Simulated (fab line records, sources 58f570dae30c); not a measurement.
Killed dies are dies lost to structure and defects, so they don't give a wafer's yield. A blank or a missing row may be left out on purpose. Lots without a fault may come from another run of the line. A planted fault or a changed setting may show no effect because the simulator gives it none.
fab line records | flow berkeley_cmos170
record lots=5 wafers=23
route steps=331 shown SDANNEAL@205 PSD@206 NSD@207 CONTACT@228 V2@301 M3@310
start_h: hours from the record's first day to the start of the lot's first wafer shown | wait_h: hours since the lot's step before | " the same as in the row above | L1.1+2: a row that stands for several wafers | - no value, or no start given | * or withheld: withheld | < > ~ a bound
route shown NAME@n: a module of which the file shows steps, and the number in the route of the first | usual: mean/standard deviation of fault-free wafers | same: alike in all rows | chamber/n: place in a boat | sites: the reading at each site | _std_site: their standard deviation | _edge_site: outer sites' mean less inner sites' | radius_mm: how far each site lies from the wafer's centre | mask NAME#n: copy n | behind: the tool/chamber that last shaped the wafer | hold: why the lot was held/for how many hours/how that ended | device: the transistor (n, p or np) that didn't switch | end of line: the same wafers' tests at the end of the route | a step without rows: its recipe alone | killed: dies lost to structure and defects at the first sort, not the wafer's yield | map: a wafer's dies, x killed, . not, _ none there
set.NAME: the setting as run; set.NAME@STEP: as run at that earlier step | model.NAME: the simulator's own value behind a step, which no gauge read
lots whose settings were changed on purpose; a table a step, a row a wafer
## steps
# step UCB170_SDANNEAL_RTA_01
# recipe temp_c=1050 time_s=5 ambient=N2
# columns lot.wafer tool chamber start_h wait_h set.time_s
L074.2+4+6 rtp_anneal-02 0 152.30 0.1 5
L079.1+3+4+5+6 rtp_anneal-02 0 185.20 0.1 5
L078.1+6 rtp_anneal-02 0 185.40 0.1 5
L078.2+3+5 " 0 " " 4.741
L084.1+3+4+5+6 rtp_anneal-01 0 215.31 0.1 5
L085.1+2+3 rtp_anneal-01 0 216.05 0.1 5.709
L085.4+6 " 0 " " 5
# step UCB170_SDANNEAL_RS_MEAS_02
# recipe thk_meas_gauge=four-point-probe
# usual PSD_RS=75.5/0.3
# columns lot.wafer tool chamber start_h wait_h set.time_s@SDANNEAL_RTA_01 PSD_RS[ohm/sq]
L074.2 film_metro-01 - 152.37 0.1 5 75.9
L074.4 " - " " 5 76.0
L074.6 " - " " 5 76.2
L079.1 film_metro-01 - 185.25 0.0 5 75.7
L079.3 " - " " 5 75.8
L079.4 " - " " 5 75.7
L079.5 " - " " 5 75.9
L079.6 " - " " 5 75.8
L078.1 film_metro-04 - 185.46 0.0 5 -
L078.2 " - " " 4.741 76.6
L078.3 " - " " 4.741 -
L078.5 " - " " 4.741 76.5
L078.6 " - " " 5 75.5
L084.1 film_metro-04 - 215.37 0.0 5 76.1
L084.3 " - " " 5 75.7
L084.4 " - " " 5 76.0
L084.5 " - " " 5 75.8
L084.6 " - " " 5 75.9
L085.1 film_metro-04 - 216.11 0.0 5.709 72.8
L085.2 " - " " 5.709 73.0
L085.3 " - " " 5.709 72.9
L085.4 " - " " 5 75.1
L085.6 " - " " 5 74.9
# step UCB170_SDANNEAL_RS_MEAS_03
# recipe thk_meas_gauge=four-point-probe
# usual NSD_RS=37.01/0.096
# columns lot.wafer tool chamber start_h wait_h set.time_s@SDANNEAL_RTA_01 NSD_RS[ohm/sq]
L074.2 film_metro-01 - 152.49 0.1 5 37.02
L074.4 " - " " 5 37.01
L074.6 " - " " 5 37.08
L079.1 film_metro-01 - 185.37 0.1 5 37.10
L079.3 " - " " 5 37.02
L079.4 " - " " 5 36.99
L079.5 " - " " 5 37.11
L079.6 " - " " 5 37.07
L078.1 film_metro-04 - 185.58 0.1 5 37.05
L078.2 " - " " 4.741 37.26
L078.3 " - " " 4.741 37.10
L078.5 " - " " 4.741 37.04
L078.6 " - " " 5 36.97
L084.1 film_metro-04 - 215.49 0.1 5 36.94
L084.3 " - " " 5 37.03
L084.4 " - " " 5 36.87
L084.5 " - " " 5 36.92
L084.6 " - " " 5 36.96
L085.1 film_metro-04 - 216.23 0.1 5.709 36.55
L085.2 " - " " 5.709 36.56
L085.3 " - " " 5.709 36.58
L085.4 " - " " 5 36.96
L085.6 " - " " 5 37.00
# step UCB170_CONTACT_EXPOSE_12
# recipe mask_id=CONT target_cd_nm=700 na=0.5 sigma_outer=0.6 source_shape=conventional dose_mj=35
# columns lot.wafer tool chamber start_h wait_h mask set.dose_mj
L074.2+4+6 krf_scanner-02 0 157.99 - CONT#0 35
L079.1+5+6 krf_scanner-02 0 190.79 - CONT#0 35.67
L079.3+4 " 0 " " CONT#0 35
L078.1+5 krf_scanner-02 0 191.35 - CONT#0 33.01
L078.2+3+6 " 0 " " CONT#0 35
L084.1+5+6 krf_scanner-02 0 219.51 - CONT#0 32.67
L084.3+4 " 0 " " CONT#0 35
L085.1+2+4 krf_scanner-02 0 221.93 - CONT#0 35
L085.3+6 " 0 " " CONT#0 32.66
# step UCB170_CONTACT_PEB_13
# recipe peb_temp_c=130 peb_time_s=withheld resist=KrF
# step UCB170_CONTACT_DEVELOP_14
# recipe developer=TMAH develop_time_s=45 resist=KrF dev_temp_c=21
# step UCB170_CONTACT_CD_MEAS_15
# recipe target_cd_nm=700
# usual cd_nm=700.2/1.5
# columns lot.wafer tool chamber start_h wait_h set.dose_mj@CONTACT_EXPOSE_12 cd_nm
L074.2 cd_sem-02 - 159.23 - 35 698.4
L074.4 " - " " 35 698.5
L074.6 " - " " 35 699.4
L079.1 cd_sem-02 - 191.51 - 35.67 702.8
L079.3 " - " " 35 700.0
L079.4 " - " " 35 700.1
L079.5 " - " " 35.67 703.0
L079.6 " - " " 35.67 702.8
L078.1 cd_sem-01 - 191.75 - 33.01 689.0
L078.2 " - " " 35 700.1
L078.3 " - " " 35 698.7
L078.5 " - " " 33.01 689.2
L078.6 " - " " 35 700.8
L084.1 cd_sem-02 - 219.91 - 32.67 688.2
L084.3 " - " " 35 700.1
L084.4 " - " " 35 700.9
L084.5 " - " " 32.67 686.9
L084.6 " - " " 32.67 688.7
L085.1 cd_sem-02 - 222.46 - 35 703.8
L085.2 " - " " 35 703.2
L085.3 " - " " 32.66 690.0
L085.4 " - " " 35 701.5
L085.6 " - " " 32.66 690.6
# step UCB170_CONTACT_ETCH_17
# recipe chemistry=N2/H2 target_depth_a=withheld overetch_a=withheld target=BARC time_s=withheld source_w=500 bias_w=100 pressure_mtorr=30 n2_flow_sccm=100 h2_flow_sccm=200
# columns lot.wafer tool chamber start_h wait_h set.bias_w set.dose_mj@CONTACT_EXPOSE_12 model.CONTACT.cd_nm
L074.2 rie_diel-04 1 159.37 0.0 100 35 699.3
L074.4 " 3 " " 100 35 698.2
L074.6 " 2 " " 100 35 699.5
L079.1 rie_diel-01 2 191.67 0.0 100 35.67 702.4
L079.3 " 0 " " 100 35 700.9
L079.4 " 3 " " 93.62 35 699.6
L079.5 " 0 " " 93.62 35.67 703.3
L079.6 " 2 " " 93.62 35.67 703
L078.1 rie_diel-03 1 191.91 0.0 100 33.01 688.7
L078.2 " 0 " " 100 35 700.3
L078.3 " 2 " " 100 35 698.7
L078.5 " 2 " " 100 33.01 689.3
L078.6 " 1 " " 100 35 700.5
L084.1 rie_diel-04 0 220.06 0.0 100 32.67 688.5
L084.3 " 2 " " 100 35 701.2
L084.4 " 1 " " 100 35 702.7
L084.5 " 1 " " 100 32.67 688.1
L084.6 " 0 " " 100 32.67 689.4
L085.1 rie_diel-01 0 222.62 0.0 100 35 704.4
L085.2 " 3 " " 105.2 35 702.8
L085.3 " 2 " " 105.2 32.66 690.4
L085.4 " 2 " " 100 35 701.7
L085.6 " 3 " " 105.2 32.66 689.8
# step UCB170_CONTACT_ETCH_18
# recipe chemistry=CHF3/CF4/Ar target=PSG stop_on=TiSi2 CHF3_flow_sccm=45 cf4_flow_sccm=15 Ar_flow_sccm=150 pressure_mtorr=200 rf_w=700 target_depth_a=8400 over_etch_frac=0.2 time_s=195
# columns lot.wafer tool chamber start_h wait_h set.dose_mj@CONTACT_EXPOSE_12 model.CONTACT.cd_nm
L074.2 rie_diel-04 1 - - 35 699
L074.4 " 3 " " 35 698.5
L074.6 " 2 " " 35 699.7
L079.1+5 rie_diel-01 2,0 - - 35.67 702.6
L079.3 " 0 " " 35 700.5
L079.4 " 3 " " 35 699.2
L079.6 " 2 " " 35.67 703.1
L078.1 rie_diel-03 1 - - 33.01 688.6
L078.2 " 0 " " 35 701.2
L078.3 " 2 " " 35 698.2
L078.5 " 2 " " 33.01 688.4
L078.6 " 1 " " 35 700.3
L084.1+5 rie_diel-04 0,1 - - 32.67 688.5
L084.3 " 2 " " 35 701.3
L084.4 " 1 " " 35 702.6
L084.6 " 0 " " 32.67 689.1
L085.1 rie_diel-01 0 - - 35 704.4
L085.2 " 3 " " 35 702.5
L085.3 " 2 " " 32.66 690.9
L085.4 " 2 " " 35 702.2
L085.6 " 3 " " 32.66 689.6
# step UCB170_CONTACT_STRIP_19
# recipe chemistry=O2 power_w=400 pressure_mtorr=3500 platen_temp_c=withheld o2_flow_sccm=400 overash_fraction=0.5
# step UCB170_CONTACT_CD_MEAS_90
# recipe target_cd_nm=700
# usual cd_nm=700.2/1.5
# columns lot.wafer tool chamber start_h wait_h set.dose_mj@CONTACT_EXPOSE_12 cd_nm
L074.2 cd_sem-01 - 159.66 0.1 35 699.1
L074.4 " - " " 35 698.7
L074.6 " - " " 35 699.8
L079.1 cd_sem-01 - 191.94 0.1 35.67 702.8
L079.3 " - " " 35 700.4
L079.4 " - " " 35 699.6
L079.5 " - " " 35.67 702.8
L079.6 " - " " 35.67 702.9
L078.1 cd_sem-01 - 192.17 0.1 33.01 688.5
L078.2 " - " " 35 701.1
L078.3 " - " " 35 698.2
L078.5 " - " " 33.01 688.3
L078.6 " - " " 35 700.6
L084.1 cd_sem-02 - 220.33 0.1 32.67 688.7
L084.3 " - " " 35 701.2
L084.4 " - " " 35 703.2
L084.5 " - " " 32.67 688.2
L084.6 " - " " 32.67 689.2
L085.1 cd_sem-02 - 222.89 0.1 35 704.3
L085.2 " - " " 35 702.5
L085.3 " - " " 32.66 691.0
L085.4 " - " " 35 702.3
L085.6 " - " " 32.66 689.6
# step UCB170_V2_EXPOSE_09
# recipe mask_id=VIA2 target_cd_nm=700 na=0.5 sigma_outer=0.6 source_shape=conventional dose_mj=37
# columns lot.wafer tool chamber start_h wait_h mask set.dose_mj
L074.2+4+6 krf_scanner-02 0 174.59 0.4 VIA2#0 37
L079.1+3+6 krf_scanner-02 0 203.64 0.1 VIA2#0 37
L079.4+5 " 0 " " VIA2#0 35.12
L078.1+6 krf_scanner-02 0 204.88 0.2 VIA2#0 37.83
L078.2+3+5 " 0 " " VIA2#0 37
L084.1+6 krf_scanner-02 0 230.44 0.1 VIA2#0 37
L084.3+4+5 " 0 " " VIA2#0 35.72
L085.1+2+3+4+6 krf_scanner-02 0 234.06 0.2 VIA2#0 37
# step UCB170_V2_PEB_10
# recipe peb_temp_c=128.8 peb_time_s=withheld resist=KrF
# step UCB170_V2_DEVELOP_11
# recipe developer=TMAH develop_time_s=45 resist=KrF dev_temp_c=21
# step UCB170_V2_CD_MEAS_12
# recipe target_cd_nm=700
# usual cd_nm=700.2/1.5
# columns lot.wafer tool chamber start_h wait_h set.dose_mj@V2_EXPOSE_09 cd_nm
L074.2 cd_sem-02 - 174.99 - 37 700.6
L074.4 " - " " 37 702.2
L074.6 " - " " 37 701.1
L079.1 cd_sem-01 - 204.03 - 37 699.6
L079.3 " - " " 37 699.2
L079.4 " - " " 35.12 690.7
L079.5 " - " " 35.12 689.9
L079.6 " - " " 37 700.4
L078.1 cd_sem-02 - 206.02 - 37.83 705.0
L078.2 " - " " 37 702.7
L078.3 " - " " 37 702.0
L078.5 " - " " 37 702.5
L078.6 " - " " 37.83 707.0
L084.1 cd_sem-01 - 230.83 - 37 699.4
L084.3 " - " " 35.72 693.3
L084.4 " - " " 35.72 692.7
L084.5 " - " " 35.72 692.7
L084.6 " - " " 37 698.1
L085.1 cd_sem-01 - 234.49 - 37 700.2
L085.2 " - " " 37 699.4
L085.3 " - " " 37 699.7
L085.4 " - " " 37 699.8
L085.6 " - " " 37 701.3
# step UCB170_V2_ETCH_14
# recipe chemistry=CHF3/CF4/Ar target=SiO2 stop_on=Al CHF3_flow_sccm=45 cf4_flow_sccm=15 Ar_flow_sccm=150 pressure_mtorr=200 rf_w=700 target_depth_a=12500 over_etch_frac=0.25 time_s=291
# columns lot.wafer tool chamber start_h wait_h set.dose_mj@V2_EXPOSE_09 model.V2.cd_nm
L074.2 rie_diel-03 0 175.12 0.0 37 701.9
L074.4 " 3 " " 37 700.7
L074.6 " 3 " " 37 700.3
L079.1 rie_diel-03 2 204.18 0.0 37 699.2
L079.3 " 1 " " 37 699.1
L079.4 " 1 " " 35.12 690.7
L079.5 " 2 " " 35.12 690.2
L079.6 " 3 " " 37 699
L078.1 rie_diel-01 2 206.17 0.0 37.83 705.5
L078.2 " 3 " " 37 702.2
L078.3 " 0 " " 37 702.3
L078.5 " 3 " " 37 701.8
L078.6 " 2 " " 37.83 706.9
L084.1 rie_diel-01 2 230.99 0.0 37 699.8
L084.3+5 " 0,2 " " 35.72 693.1
L084.4 " 2 " " 35.72 693.4
L084.6 " 0 " " 37 698.6
L085.1 rie_diel-01 2 234.64 0.0 37 700.5
L085.2 " 0 " " 37 699.8
L085.3 " 2 " " 37 700.1
L085.4 " 0 " " 37 699.4
L085.6 " 2 " " 37 701.8
# step UCB170_V2_STRIP_15
# recipe chemistry=O2 power_w=400 pressure_mtorr=3500 platen_temp_c=withheld o2_flow_sccm=400 overash_fraction=0.5
# step UCB170_V2_CD_MEAS_90
# recipe target_cd_nm=700
# usual cd_nm=700.1/1.5
# columns lot.wafer tool chamber start_h wait_h set.dose_mj@V2_EXPOSE_09 cd_nm
L074.2 cd_sem-02 - 175.42 0.1 37 702.1
L074.4 " - " " 37 700.8
L074.6 " - " " 37 700.1
L079.1 cd_sem-02 - 204.46 0.1 37 699.4
L079.3 " - " " 37 699.1
L079.4 " - " " 35.12 690.9
L079.5 " - " " 35.12 690.5
L079.6 " - " " 37 698.9
L078.1 cd_sem-01 - 206.45 0.1 37.83 705.6
L078.2 " - " " 37 702.0
L078.3 " - " " 37 702.3
L078.5 " - " " 37 702.0
L078.6 " - " " 37.83 706.7
L084.1 cd_sem-01 - 231.36 0.1 37 699.8
L084.3 " - " " 35.72 692.9
L084.4 " - " " 35.72 693.8
L084.5 " - " " 35.72 693.1
L084.6 " - " " 37 698.6
L085.1 cd_sem-02 - 235.01 0.1 37 701.0
L085.2 " - " " 37 699.6
L085.3 " - " " 37 700.2
L085.4 " - " " 37 699.4
L085.6 " - " " 37 701.9
# step UCB170_M3_SPUTTER_01
# recipe material=Al target_thk_nm=900 time_s=120 power_w=6000 chamber_pressure_pa=0.5
# columns lot.wafer tool chamber start_h wait_h set.time_s model.Al_of_M3_SPUTTER_01.thk_nm
L074.2 pvd_sputter-01 - 175.59 0.0 120 895.6
L074.4 " - " " 120 888
L074.6 " - " " 120 871
L079.1 pvd_sputter-02 - 204.65 0.0 120 901.3
L079.3 " - " " 120 900.7
L079.4 " - " " 120 894.8
L079.5 " - " " 120 893.9
L079.6 " - " " 120 899.3
L078.1 pvd_sputter-04 - 206.64 0.0 120 907.9
L078.2 " - " " 120 903.9
L078.3 " - " " 114.8 866.8
L078.5 " - " " 114.8 859.6
L078.6 " - " " 120 904.9
L084.1 pvd_sputter-02 - 231.54 0.0 113.4 845.5
L084.3 " - " " 113.4 845.3
L084.4 " - " " 120 891.6
L084.5 " - " " 120 889.2
L084.6 " - " " 120 892.4
L085.1 pvd_sputter-02 - 235.20 0.0 120 897.9
L085.2 " - " " 103.3 767.6
L085.3 " - " " 103.3 769.1
L085.4 " - " " 120 905
L085.6 " - " " 120 889.6
# step UCB170_M3_RS_MEAS_02
# recipe thk_meas_gauge=four-point-probe reads=Al_of_M3_SPUTTER_01
# usual M3_AL_RS=0.0322/0.00036
# columns lot.wafer tool chamber start_h wait_h set.time_s@M3_SPUTTER_01 M3_AL_RS[ohm/sq]
L074.2 film_metro-03 - 175.69 0.1 120 0.0323
L074.4 " - " " 120 0.0326
L074.6 " - " " 120 0.0332
L079.1 film_metro-01 - 204.73 0.0 120 0.0322
L079.3 " - " " 120 0.0321
L079.4 " - " " 120 0.0324
L079.5 " - " " 120 0.0325
L079.6 " - " " 120 0.0322
L078.1 film_metro-03 - 206.72 0.0 120 0.0318
L078.2 " - " " 120 0.0320
L078.3 " - " " 114.8 0.0334
L078.5 " - " " 114.8 0.0337
L078.6 " - " " 120 0.0320
L084.1 film_metro-01 - 231.63 0.0 113.4 0.0343
L084.3 " - " " 113.4 0.0343
L084.4 " - " " 120 0.0325
L084.5 " - " " 120 0.0326
L084.6 " - " " 120 0.0324
L085.1 film_metro-03 - 235.28 0.0 120 0.0321
L085.2 " - " " 103.3 0.0378
L085.3 " - " " 103.3 0.0378
L085.4 " - " " 120 0.0320
L085.6 " - " " 120 0.0325
# step UCB170_M3_THK_MEAS_03
# recipe thk_meas_gauge=xrf reads=Al_of_M3_SPUTTER_01
# usual M3_AL_THK=880/10
# columns lot.wafer tool chamber start_h wait_h set.time_s@M3_SPUTTER_01 M3_AL_THK[nm]
L074.2 film_metro-03 - 175.80 0.1 120 879
L074.4 " - " " 120 874
L074.6 " - " " 120 853
L079.1 film_metro-01 - 204.85 0.1 120 881
L079.3 " - " " 120 882
L079.4 " - " " 120 875
L079.5 " - " " 120 876
L079.6 " - " " 120 876
L078.1 film_metro-03 - 206.84 0.1 120 904
L078.2 " - " " 120 894
L078.3 " - " " 114.8 858
L078.5 " - " " 114.8 850
L078.6 " - " " 120 895
L084.1 film_metro-01 - 231.75 0.1 113.4 828
L084.3 " - " " 113.4 833
L084.4 " - " " 120 877
L084.5 " - " " 120 873
L084.6 " - " " 120 875
L085.1 film_metro-03 - 235.40 0.1 120 888
L085.2 " - " " 103.3 758
L085.3 " - " " 103.3 761
L085.4 " - " " 120 898
L085.6 " - " " 120 876
## key
split step=UCB170_SDANNEAL_RTA_01 setting=time_s stated=5 by=wafer
response step=UCB170_SDANNEAL_RS_MEAS_02 reading=PSD_RS change=-0.155 per=1% r=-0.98
response step=UCB170_SDANNEAL_RS_MEAS_03 reading=NSD_RS change=-0.0287 per=1% r=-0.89
split step=UCB170_CONTACT_EXPOSE_12 setting=dose_mj stated=35 by=wafer
response step=UCB170_CONTACT_CD_MEAS_15 reading=cd_nm change=+1.87 per=1% r=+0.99
response step=UCB170_CONTACT_ETCH_17 reading=model.CONTACT.cd_nm change=+1.93 per=1% r=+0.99
response step=UCB170_CONTACT_ETCH_18 reading=model.CONTACT.cd_nm change=+1.96 per=1% r=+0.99
response step=UCB170_CONTACT_CD_MEAS_90 reading=cd_nm change=+1.97 per=1% r=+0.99
split step=UCB170_CONTACT_ETCH_17 setting=bias_w stated=100 by=wafer
response none clear
split step=UCB170_V2_EXPOSE_09 setting=dose_mj stated=37 by=wafer
response step=UCB170_V2_CD_MEAS_12 reading=cd_nm change=+1.77 per=1% r=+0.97
response step=UCB170_V2_ETCH_14 reading=model.V2.cd_nm change=+1.72 per=1% r=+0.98
response step=UCB170_V2_CD_MEAS_90 reading=cd_nm change=+1.69 per=1% r=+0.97
split step=UCB170_M3_SPUTTER_01 setting=time_s stated=120 by=wafer
response step=UCB170_M3_SPUTTER_01 reading=model.Al_of_M3_SPUTTER_01.thk_nm change=+9.2 per=1% r=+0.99
response step=UCB170_M3_RS_MEAS_02 reading=M3_AL_RS change=-0.000387 per=1% r=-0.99
response step=UCB170_M3_THK_MEAS_03 reading=M3_AL_THK change=+9.12 per=1% r=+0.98
